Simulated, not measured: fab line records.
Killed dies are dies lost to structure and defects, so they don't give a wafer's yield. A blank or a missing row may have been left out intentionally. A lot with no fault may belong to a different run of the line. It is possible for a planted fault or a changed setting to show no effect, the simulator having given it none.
Chamber matching ; flow berkeley-cmos170 ; rie-diel-03 running UCB170_PWELL_ETCH_14: 4 sister chambers
The step etches Si3N4 in CH3F/Ar/O2, stops on SiO2, target depth 242 nm, time 151 s. 8 wafers are shown with their chamber, then 8 later ones without.

## WAFERS PAIRED WITH THEIR CHAMBERS
wafer;chamber;throttle-valve-pct (%);oes-product-au (a.u.)
L519.5;3;7.91;0.938
L523.6;1;8.15;0.918
L526.4;2;8.15;0.953
L526.5;3;7.93;0.943
L530.3;2;8.18;0.955
L530.4;0;8.11;0.943
L530.5;0;8.10;0.940
L535.1;1;8.14;0.909

## WAFERS WITH NO CHAMBER GIVEN
wafer;throttle-valve-pct (%);oes-product-au (a.u.)
L535.2;8.17;0.943
L535.5;8.16;0.946
L539.3;8.10;0.935
L539.5;8.17;0.961
L539.6;8.16;0.923
L538.2;8.09;0.927
L538.3;7.91;0.927
L538.5;8.14;0.901

## WHICH CHAMBER EACH ONE RAN IN
wafer;from the rows above;in truth
L535.2;can't be placed: 2 or 0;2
L535.5;2;2
L539.3;0;0
L539.5;2;2
L539.6;1;1
L538.2;can't be placed: 0 or 1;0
L538.3;3;3
L538.5;1;1
Placed correctly: 6 of 8. These rows do not allow placing 2 (true chamber among the candidates in 2). Placed wrongly: 0.
How it was worked out, from the rows above alone: a wafer's distance from a chamber is the root of the sum, over the readings, of the square of ((its reading less the chamber's mean) divided by the reading's scatter). If the next closest chamber is less than 2 further off than the closest, the wafer can't be placed; otherwise it belongs to the closest. Each chamber's mean is taken over the wafers shown for it. How the scatter is found: for the shown wafers, subtract from each reading the mean of its chamber, square and add these, divide the total by (wafers less chambers), then take the root.
